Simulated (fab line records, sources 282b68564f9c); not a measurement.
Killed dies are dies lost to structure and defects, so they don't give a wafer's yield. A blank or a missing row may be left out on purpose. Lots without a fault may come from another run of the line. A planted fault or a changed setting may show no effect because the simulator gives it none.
fab line records | flow rit_cmos | part 1 of 2: steps 1 to 34 of 44
record lots=5 wafers=15 last_day=7
route steps=202 shown PLDD@121 SPACER@125 NSD@131 PSD@142 SDANNEAL@153 NLDD@160 SILICIDE@161
lots that met no fault: from a run of the same line without faults
start_h: hours from the record's first day to the start of the lot's first wafer shown | wait_h: hours since the lot's step before | " the same as in the row above | L1.1+2: a row that stands for several wafers | - no value, or no start given | * or withheld: withheld | < > ~ a bound
route shown NAME@n: a module of which the file shows steps, and the number in the route of the first | usual: mean/standard deviation of fault-free wafers | same: alike in all rows | chamber/n: place in a boat | sites: the reading at each site | _std_site: their standard deviation | _edge_site: outer sites' mean less inner sites' | radius_mm: how far each site lies from the wafer's centre | mask NAME#n: copy n | behind: the tool/chamber that last shaped the wafer | hold: why the lot was held/for how many hours/how that ended | device: the transistor (n, p or np) that didn't switch | end of line: the same wafers' tests at the end of the route | a step without rows: its recipe alone | killed: dies lost to structure and defects at the first sort, not the wafer's yield | map: a wafer's dies, x killed, . not, _ none there
set.NAME: the setting as run; set.NAME@STEP: as run at that earlier step | model.NAME: the simulator's own value behind a step, which no gauge read
lots at some steps of the route; a table a step, a row a wafer
services: from which hour (start_h, from the record's first day; less than 0 if before it) a tool's chamber was out of use, for how many hours, and why
## steps
# step RIT_PLDD_HARDBAKE_07
# recipe resist=NOVOLAK temp_c=140 time_s=60
# columns lot.wafer tool chamber start_h wait_h
L078.1+4+5 litho_track-04 0 71.09 0.0
L081.1+4+6 litho_track-01 0 86.42 0.0
L085.1+4+5 litho_track-01 0 105.35 0.0
L089.2+5+6 litho_track-04 0 121.76 0.0
L093.3+5+6 litho_track-03 0 143.59 0.1
# step RIT_PLDD_IMPLANT_08
# recipe species=BF2 energy_kev=20 dose_cm2=9e+14 tilt_deg=7
# usual beam_energy_keV=20.000/0.0066 beam_on_s=9.99/0.22
# columns lot.wafer tool chamber start_h wait_h beam_energy_keV beam_on_s
L078.1 implanter-04 0 71.24 0.1 19.999 9.78
L078.4 " 0 " " 19.991 10.03
L078.5 " 0 " " 19.988 9.73
L081.1 implanter-04 0 86.57 0.1 19.994 9.66
L081.4 " 0 " " 20.001 10.03
L081.6 " 0 " " 20.002 10.12
L085.1 implanter-03 0 105.50 0.1 19.996 9.90
L085.4 " 0 " " 19.998 9.98
L085.5 " 0 " " 20.007 10.09
L089.2 implanter-04 0 121.91 0.1 19.999 9.93
L089.5 " 0 " " 19.996 9.93
L089.6 " 0 " " 19.995 10.36
L093.3 implanter-02 0 143.74 0.1 19.993 10.10
L093.5 " 0 " " 20.003 10.14
L093.6 " 0 " " 20.003 10.37
# step RIT_PLDD_STRIP_09
# recipe chemistry=O2 time_s=180 resist=NOVOLAK platen_temp_c=withheld power_w=500 pressure_mtorr=4000 o2_flow_sccm=4000
# usual drypump_motor_current_A=5.88/0.24
# columns lot.wafer tool chamber start_h wait_h drypump_motor_current_A rf_hours_counter_h
L078.1 plasma_asher-04 1 71.39 0.1 5.56 28
L078.4 " 0 " " 6.28 -
L078.5 " 0 " " 6.28 -
L081.1 plasma_asher-01 0 86.72 0.1 5.57 40
L081.4 " 1 " " 6.09 -
L081.6 " 1 " " 6.07 -
L085.1 plasma_asher-01 0 105.65 0.1 5.61 43
L085.4 " 0 " " 5.57 -
L085.5 " 1 " " 6.05 -
L089.2 plasma_asher-02 1 122.04 0.1 5.85 48
L089.5 " 0 " " 5.96 -
L089.6 " 1 " " 5.89 -
L093.3 plasma_asher-04 1 143.90 0.1 5.55 -
L093.5 " 0 " " 6.28 -
L093.6 " 1 " " 5.56 -
# step RIT_PLDD_TW_MEAS_10
# usual PLDD_TW=2353/18
# columns lot.wafer tool chamber start_h wait_h PLDD_TW
L078.1 film_metro-03 - 71.56 0.1 2376
L078.4 " - " " 2360
L078.5 " - " " 2381
L081.1 film_metro-02 - 86.89 0.1 2330
L081.4 " - " " 2328
L081.6 " - " " 2337
L085.1 film_metro-03 - 105.83 0.1 2383
L085.4 " - " " 2381
L085.5 " - " " 2378
L089.2 film_metro-01 - 122.22 0.1 2330
L089.5 " - " " 2329
L089.6 " - " " 2334
L093.3 film_metro-03 - 144.03 0.1 2355
L093.5 " - " " 2359
L093.6 " - " " 2348
# step RIT_SPACER_CLEAN_00
# recipe chemistry=SC1 mix=3:3:50 time_s=600 temp_c=75
# columns lot.wafer tool chamber start_h wait_h
L078.1+4+5 wet_bench-03 2 71.62 0.1
L081.1+4+6 wet_bench-04 1 86.95 0.1
L085.1+4+5 wet_bench-04 3 105.89 0.1
L089.2+5+6 wet_bench-02 3 122.27 0.0
L093.3+5+6 wet_bench-04 3 144.07 0.0
# step RIT_SPACER_CLEAN_01
# recipe chemistry=dHF dilution=50:1 time_s=30
# columns lot.wafer tool chamber start_h wait_h
L078.1+4+5 wet_bench-02 3 71.97 0.0
L081.1+4+6 wet_bench-02 1 87.13 0.0
L085.1+4+5 wet_bench-02 3 106.08 0.0
L089.2+5+6 wet_bench-04 1 122.46 0.0
L093.3+5+6 wet_bench-02 0 144.26 0.0
# step RIT_SPACER_CLEAN_02
# recipe chemistry=SC2 mix=3:3:50 time_s=600 temp_c=75 dry=n2_spin
# columns lot.wafer tool chamber start_h wait_h
L078.1+4+5 wet_bench-04 0 71.99 0.0
L081.1+4+6 wet_bench-04 2 87.14 0.0
L085.1+4+5 wet_bench-03 3 106.10 0.0
L089.2+5+6 wet_bench-02 0 122.48 0.0
L093.3+5+6 wet_bench-03 1 144.30 0.0
# step RIT_SPACER_CVD_03
# recipe material=Si3N4 target_thk_nm=250 temp_c=810 precursor=SiH2Cl2/NH3 time_s=3300 pressure_mtorr=300 sih2cl2_flow_sccm=60 nh3_flow_sccm=150
# columns lot.wafer tool chamber start_h wait_h
L078.1+4+5 lpcvd-02 1 72.17 0.0
L081.1+4+6 lpcvd-02 0 87.32 0.0
L085.1+4+5 lpcvd-01 1 106.45 0.0
L089.2+5+6 lpcvd-02 1 122.67 0.0
L093.3+5+6 lpcvd-01 0 144.65 0.0
# step RIT_SPACER_THK_MEAS_04
# recipe reads=Si3N4_of_SPACER_CVD_03
# usual SPACER_NITRIDE_THK=250.7/2.1
# columns lot.wafer tool chamber start_h wait_h SPACER_NITRIDE_THK[nm]
L078.1 film_metro-03 - 74.08 0.0 248.5
L078.4 " - " " 249.3
L078.5 " - " " 248.3
L081.1 film_metro-02 - 89.24 0.0 254.5
L081.4 " - " " 254.8
L081.6 " - " " 255.3
L085.1 film_metro-02 - 108.36 0.0 250.5
L085.4 " - " " 251.7
L085.5 " - " " 251.6
L089.2 film_metro-03 - 124.60 0.0 250.6
L089.5 " - " " 250.6
L089.6 " - " " 249.6
L093.3 film_metro-03 - 146.58 0.0 249.1
L093.5 " - " " 250.5
L093.6 " - " " 248.2
# step RIT_SPACER_ETCHBACK_05
# recipe target_depth_a=2500 SF6_flow_sccm=30 CHF3_flow_sccm=30 target=Si3N4 chemistry=SF6/CHF3 pressure_mtorr=40 rf_w=250 time_s=240 stop_on=SiO2
# usual SF6_flow_sccm=30.00/0.085 drypump_motor_current_A=6.0/0.49 oes_product_au=0.846/0.011 rf_fwd_power_W=249.2/0.74 throttle_valve_pct=10.22/0.15
# columns lot.wafer tool chamber start_h wait_h SF6_flow_sccm drypump_motor_current_A oes_product_au rf_fwd_power_W rf_hours_counter_h throttle_valve_pct
L078.1 rie_diel-03 2 74.14 0.1 29.95 6.5 0.846 248.9 82 10.09
L078.4 " 0 " " 29.98 6.7 0.859 249.1 4 10.20
L078.5 " 0 " " 29.79 6.7 0.851 248.7 - 10.21
L081.1 rie_diel-03 2 89.30 0.1 30.00 6.5 0.849 250.0 82 10.08
L081.4 " 0 " " 30.14 6.7 0.863 250.0 4 10.22
L081.6 " 3 " " 29.97 5.4 0.861 249.4 - 10.17
L085.1 rie_diel-01 2 108.42 0.1 30.16 5.6 0.827 250.1 32 10.52
L085.4 " 1 " " 30.05 5.7 0.839 249.2 6 10.10
L085.5 " 0 " " 30.16 6.3 0.856 248.7 - 9.99
L089.2 rie_diel-01 0 124.65 0.0 30.14 6.3 0.856 247.5 92 9.99
L089.5 " 1 " " 29.87 5.7 0.850 250.0 - 10.11
L089.6 " 0 " " 30.14 6.3 0.845 246.9 - 9.98
L093.3 rie_diel-01 3 146.62 0.0 30.05 6.0 0.848 250.0 144 10.34
L093.5 " 1 " " 29.91 5.7 0.847 250.0 - 10.10
L093.6 " 0 " " 30.04 6.4 0.849 249.3 - 9.99
# step RIT_NSD_HMDS_00
# recipe prime_time_s=60 prime_temp_c=140
# columns lot.wafer tool chamber start_h wait_h
L078.1+4+5 litho_track-02 0 74.29 0.1
L081.1+4+6 litho_track-04 0 89.45 0.1
L085.1+4+5 litho_track-03 0 108.57 0.1
L089.2+5+6 litho_track-02 0 124.83 0.1
L093.3+5+6 litho_track-04 0 146.82 0.1
# step RIT_NSD_COAT_01
# recipe resist=NOVOLAK spin_rpm=3250 resist_thk_nm=1000
# usual dispense_pressure_kPa=48.6/2.9
# columns lot.wafer tool chamber start_h wait_h dispense_pressure_kPa
L078.1 litho_track-02 0 74.44 0.1 46.1
L078.4 " 0 " " 46.1
L078.5 " 0 " " 46.1
L081.1 litho_track-04 0 89.60 0.1 47.7
L081.4 " 0 " " 47.6
L081.6 " 0 " " 47.7
L085.1 litho_track-03 0 108.72 0.1 52.6
L085.4 " 0 " " 52.6
L085.5 " 0 " " 52.6
L089.2 litho_track-02 0 124.98 0.1 46.1
L089.5 " 0 " " 46.1
L089.6 " 0 " " 46.2
L093.3 litho_track-04 0 146.97 0.1 47.6
L093.5 " 0 " " 47.7
L093.6 " 0 " " 47.6
# step RIT_NSD_SOFTBAKE_02
# recipe resist=NOVOLAK temp_c=90 time_s=60
# columns lot.wafer tool chamber start_h wait_h
L078.1+4+5 litho_track-02 0 74.59 0.1
L081.1+4+6 litho_track-04 0 89.75 0.1
L085.1+4+5 litho_track-03 0 108.87 0.1
L089.2+5+6 litho_track-02 0 125.13 0.1
L093.3+5+6 litho_track-04 0 147.12 0.1
# step RIT_NSD_EXPOSE_03
# recipe mask_id=M9 na=0.57 target_cd_nm=40700 dose_mj=250
# columns lot.wafer tool chamber start_h wait_h mask
L078.1+4+5 iline_stepper-01 0 74.87 0.2 M9#0
L081.1+4+6 iline_stepper-01 0 90.02 0.2 M9#0
L085.1+4+5 iline_stepper-01 0 109.15 0.2 M9#0
L089.2+5+6 iline_stepper-02 0 125.27 0.1 M9#0
L093.3+5+6 iline_stepper-01 0 147.39 0.2 M9#0
# step RIT_NSD_PEB_04
# recipe resist=NOVOLAK temp_c=withheld time_s=withheld
# columns lot.wafer tool chamber start_h wait_h
L078.1+4+5 litho_track-03 0 74.98 0.1
L081.1+4+6 litho_track-02 0 90.14 0.1
L085.1+4+5 litho_track-04 0 109.26 0.1
L089.2+5+6 litho_track-03 0 125.40 0.1
L093.3+5+6 litho_track-03 0 147.51 0.1
# step RIT_NSD_DEVELOP_05
# recipe resist=NOVOLAK develop_time_s=50 dev_temp_c=23
# columns lot.wafer tool chamber start_h wait_h
L078.1+4+5 litho_track-03 0 - -
L081.1+4+6 litho_track-02 0 - -
L085.1+4+5 litho_track-04 0 - -
L089.2+5+6 litho_track-03 0 - -
L093.3+5+6 litho_track-03 0 - -
# step RIT_NSD_OVL_MEAS_06
# usual NSD_OVL=-0.8/1.2
# columns lot.wafer tool chamber start_h wait_h NSD_OVL[nm]
L078.1 overlay-01 - 75.27 - 0.1
L078.4 " - " " -0.9
L078.5 " - " " 0.4
L081.1 overlay-01 - 90.42 - -2.1
L081.4 " - " " -0.2
L081.6 " - " " 0.3
L085.1 overlay-01 - 109.55 - 0.0
L085.4 " - " " -0.8
L085.5 " - " " 0.5
L089.2 overlay-01 - 125.66 - -1.0
L089.5 " - " " -0.4
L089.6 " - " " -0.9
L093.3 overlay-02 - 147.76 - -1.7
L093.5 " - " " -2.1
L093.6 " - " " -4.8
# step RIT_NSD_HARDBAKE_07
# recipe resist=NOVOLAK temp_c=140 time_s=60
# columns lot.wafer tool chamber start_h wait_h
L078.1+4+5 litho_track-02 0 75.50 0.2
L081.1+4+6 litho_track-04 0 90.46 0.0
L085.1+4+5 litho_track-04 0 109.58 0.0
L089.2+5+6 litho_track-02 0 125.72 0.0
L093.3+5+6 litho_track-04 0 147.83 0.1
# step RIT_NSD_IMPLANT_08
# recipe species=P energy_kev=25 dose_cm2=1e+15 tilt_deg=7
# usual beam_energy_keV=24.999/0.0066 beam_on_s=10.00/0.19
# columns lot.wafer tool chamber start_h wait_h beam_energy_keV beam_on_s
L078.1 implanter-03 0 75.65 0.1 25.006 9.91
L078.4 " 0 " " 25.000 9.92
L078.5 " 0 " " 25.004 9.94
L081.1 implanter-04 0 90.61 0.1 24.997 10.39
L081.4 " 0 " " 24.997 9.84
L081.6 " 0 " " 25.006 10.13
L085.1 implanter-04 0 109.73 0.1 25.004 9.98
L085.4 " 0 " " 25.001 9.74
L085.5 " 0 " " 24.998 9.95
L089.2 implanter-03 0 125.87 0.1 24.998 10.13
L089.5 " 0 " " 25.000 9.99
L089.6 " 0 " " 25.004 9.93
L093.3 implanter-01 0 147.98 0.1 24.995 10.24
L093.5 " 0 " " 24.992 10.17
L093.6 " 0 " " 25.000 10.33
# step RIT_NSD_STRIP_09
# recipe chemistry=O2 time_s=180 resist=NOVOLAK platen_temp_c=withheld power_w=500 pressure_mtorr=4000 o2_flow_sccm=4000
# usual drypump_motor_current_A=5.93/0.29
# columns lot.wafer tool chamber start_h wait_h drypump_motor_current_A rf_hours_counter_h
L078.1 plasma_asher-04 0 75.80 0.1 6.25 28
L078.4 " 0 " " 6.28 -
L078.5 " 0 " " 6.27 -
L081.1 plasma_asher-03 1 90.76 0.1 6.30 48
L081.4 " 1 " " 6.30 -
L081.6 " 0 " " 5.95 -
L085.1 plasma_asher-04 0 109.88 0.1 6.30 31
L085.4 " 1 " " 5.59 -
L085.5 " 1 " " 5.61 -
L089.2 plasma_asher-01 0 125.99 0.1 5.59 1
L089.5 " 1 " " 6.06 -
L089.6 " 0 " " 5.56 -
L093.3 plasma_asher-01 1 148.14 0.1 6.08 -
L093.5 " 0 " " 5.55 -
L093.6 " 1 " " 6.09 -
# step RIT_NSD_TW_MEAS_10
# usual NSD_TW=3132/28
# columns lot.wafer tool chamber start_h wait_h NSD_TW
L078.1 film_metro-03 - 75.97 0.1 3161
L078.4 " - " " 3151
L078.5 " - " " 3157
L081.1 film_metro-02 - 90.93 0.1 3091
L081.4 " - " " 3094
L081.6 " - " " 3099
L085.1 film_metro-02 - 110.06 0.1 3108
L085.4 " - " " 3119
L085.5 " - " " 3095
L089.2 film_metro-01 - 126.18 0.1 3110
L089.5 " - " " 3119
L089.6 " - " " 3102
L093.3 film_metro-02 - 148.28 0.1 3103
L093.5 " - " " 3113
L093.6 " - " " 3101
# step RIT_PSD_HMDS_00
# recipe prime_time_s=60 prime_temp_c=140
# columns lot.wafer tool chamber start_h wait_h
L078.1+4+5 litho_track-01 0 76.07 0.1
L081.1+4+6 litho_track-02 0 90.99 0.1
L085.1+4+5 litho_track-02 0 110.12 0.1
L089.2+5+6 litho_track-02 0 126.25 0.1
L093.3+5+6 litho_track-02 0 148.37 0.1
# step RIT_PSD_COAT_01
# recipe resist=NOVOLAK spin_rpm=3250 resist_thk_nm=1000
# usual dispense_pressure_kPa=47.9/2.1
# columns lot.wafer tool chamber start_h wait_h dispense_pressure_kPa
L078.1 litho_track-01 0 76.22 0.1 51.2
L078.4 " 0 " " 51.2
L078.5 " 0 " " 51.2
L081.1 litho_track-02 0 91.14 0.1 46.1
L081.4 " 0 " " 46.2
L081.6 " 0 " " 46.1
L085.1 litho_track-02 0 110.27 0.1 46.2
L085.4 " 0 " " 46.1
L085.5 " 0 " " 46.1
L089.2 litho_track-02 0 126.40 0.1 46.2
L089.5 " 0 " " 46.2
L089.6 " 0 " " 46.2
L093.3 litho_track-02 0 148.52 0.1 46.2
L093.5 " 0 " " 46.1
L093.6 " 0 " " 46.2
# step RIT_PSD_SOFTBAKE_02
# recipe resist=NOVOLAK temp_c=90 time_s=60
# columns lot.wafer tool chamber start_h wait_h
L078.1+4+5 litho_track-01 0 76.37 0.1
L081.1+4+6 litho_track-02 0 91.29 0.1
L085.1+4+5 litho_track-02 0 110.42 0.1
L089.2+5+6 litho_track-02 0 126.55 0.1
L093.3+5+6 litho_track-02 0 148.67 0.1
# step RIT_PSD_EXPOSE_03
# recipe mask_id=M10 na=0.57 target_cd_nm=40900 dose_mj=250
# columns lot.wafer tool chamber start_h wait_h mask
L078.1+4+5 iline_stepper-01 0 76.65 0.2 M10#0
L081.1+4+6 iline_stepper-02 0 91.44 0.1 M10#0
L085.1+4+5 iline_stepper-01 0 110.57 0.1 M10#0
L089.2+5+6 iline_stepper-02 0 126.70 0.1 M10#0
L093.3+5+6 iline_stepper-02 0 148.81 0.1 M10#0
# step RIT_PSD_PEB_04
# recipe resist=NOVOLAK temp_c=withheld time_s=withheld
# columns lot.wafer tool chamber start_h wait_h
L078.1+4+5 litho_track-01 0 76.76 0.1
L081.1+4+6 litho_track-01 0 91.67 0.2
L085.1+4+5 litho_track-02 0 110.69 0.1
L089.2+5+6 litho_track-01 0 126.82 0.1
L093.3+5+6 litho_track-02 0 148.97 0.1
# step RIT_PSD_DEVELOP_05
# recipe resist=NOVOLAK develop_time_s=50 dev_temp_c=23
# columns lot.wafer tool chamber start_h wait_h
L078.1+4+5 litho_track-01 0 - -
L081.1+4+6 litho_track-01 0 - -
L085.1+4+5 litho_track-02 0 - -
L089.2+5+6 litho_track-01 0 - -
L093.3+5+6 litho_track-02 0 - -
# step RIT_PSD_OVL_MEAS_06
# usual PSD_OVL=0.5/1.4
# columns lot.wafer tool chamber start_h wait_h PSD_OVL[nm]
L078.1 overlay-02 - 77.05 - 3.5
L078.4 " - " " 2.9
L078.5 " - " " 3.0
L081.1 overlay-02 - 91.96 - 3.1
L081.4 " - " " 3.0
L081.6 " - " " 0.7
L085.1 overlay-02 - 110.97 - 0.7
L085.4 " - " " 0.9
L085.5 " - " " 0.6
L089.2 overlay-02 - 127.08 - 0.4
L089.5 " - " " 0.5
L089.6 " - " " 1.2
L093.3 overlay-01 - 149.21 - 2.2
L093.5 " - " " 3.7
L093.6 " - " " 1.9
# step RIT_PSD_HARDBAKE_07
# recipe resist=NOVOLAK temp_c=140 time_s=60
# columns lot.wafer tool chamber start_h wait_h
L078.1+4+5 litho_track-01 0 77.08 0.0
L081.1+4+6 litho_track-04 0 92.12 0.2
L085.1+4+5 litho_track-02 0 111.00 0.0
L089.2+5+6 litho_track-02 0 127.14 0.0
L093.3+5+6 litho_track-04 0 149.29 0.1
# step RIT_PSD_IMPLANT_08
# recipe species=BF2 energy_kev=27 dose_cm2=5e+15 tilt_deg=7
# usual beam_energy_keV=27.000/0.0092 beam_on_s=12.9/0.97
# columns lot.wafer tool chamber start_h wait_h beam_energy_keV beam_on_s
L078.1 implanter-03 0 77.23 0.1 26.988 13.5
L078.4 " 0 " " 27.010 13.7
L078.5 " 0 " " 26.992 13.4
L081.1 implanter-03 0 92.27 0.1 27.018 14.1
L081.4 " 0 " " 27.016 14.2
L081.6 " 0 " " 27.019 13.7
L085.1 implanter-02 0 111.15 0.1 27.001 13.1
L085.4 " 0 " " 27.012 12.9
L085.5 " 0 " " 27.006 13.1
L089.2 implanter-02 0 127.29 0.1 27.014 13.0
L089.5 " 0 " " 27.006 13.2
L089.6 " 0 " " 27.004 12.9
L093.3 implanter-02 0 149.44 0.1 27.006 12.9
L093.5 " 0 " " 26.998 13.3
L093.6 " 0 " " 26.996 13.2
# step RIT_PSD_STRIP_09
# recipe chemistry=O2 time_s=180 resist=NOVOLAK platen_temp_c=withheld power_w=500 pressure_mtorr=4000 o2_flow_sccm=4000
# usual drypump_motor_current_A=6.00/0.24
# columns lot.wafer tool chamber start_h wait_h drypump_motor_current_A rf_hours_counter_h
L078.1 plasma_asher-02 0 77.38 0.1 5.93 43
L078.4 " 1 " " 5.89 -
L078.5 " 0 " " 5.94 -
L081.1 plasma_asher-03 1 92.42 0.1 6.28 48
L081.4 " 0 " " 5.95 -
L081.6 " 1 " " 6.30 -
L085.1 plasma_asher-04 1 111.30 0.1 5.55 32
L085.4 " 1 " " 5.56 -
L085.5 " 1 " " 5.54 -
L089.2 plasma_asher-03 1 127.41 0.1 6.30 52
L089.5 " 0 " " 5.92 -
L089.6 " 1 " " 6.31 -
L093.3 plasma_asher-04 0 149.60 0.1 6.30 -
L093.5 " 0 " " 6.34 -
L093.6 " 1 " " 5.56 -
# step RIT_PSD_TW_MEAS_10
# usual PSD_TW=3436/29
# columns lot.wafer tool chamber start_h wait_h PSD_TW
L078.1 film_metro-02 - 77.56 0.1 3413
L078.4 " - " " 3401
L078.5 " - " " 3436
L081.1 film_metro-03 - 92.59 0.1 3489
L081.4 " - " " 3456
L081.6 " - " " 3495
L085.1 film_metro-03 - 111.48 0.1 3491
L085.4 " - " " 3477
L085.5 " - " " 3477
L089.2 film_metro-02 - 127.60 0.1 3411
L089.5 " - " " 3440
L089.6 " - " " 3423
L093.3 film_metro-01 - 149.73 0.1 3404
L093.5 " - " " 3406
L093.6 " - " " 3406
# step RIT_SDANNEAL_CLEAN_00
# recipe chemistry=SC1 mix=3:3:50 time_s=600 temp_c=75
# columns lot.wafer tool chamber start_h wait_h
L078.1+4+5 wet_bench-01 3 77.62 0.1
L081.1+4+6 wet_bench-01 0 92.65 0.1
L085.1+4+5 wet_bench-02 1 111.54 0.1
L089.2+5+6 wet_bench-03 3 127.65 0.0
L093.3+5+6 wet_bench-03 0 149.77 0.0
# step RIT_SDANNEAL_CLEAN_01
# recipe chemistry=dHF dilution=50:1 time_s=30
# columns lot.wafer tool chamber start_h wait_h
L078.1+4+5 wet_bench-03 0 77.81 0.0
L081.1+4+6 wet_bench-02 3 92.86 0.0
L085.1+4+5 wet_bench-03 2 111.71 0.0
L089.2+5+6 wet_bench-01 1 128.00 0.0
L093.3+5+6 wet_bench-01 1 149.95 0.0
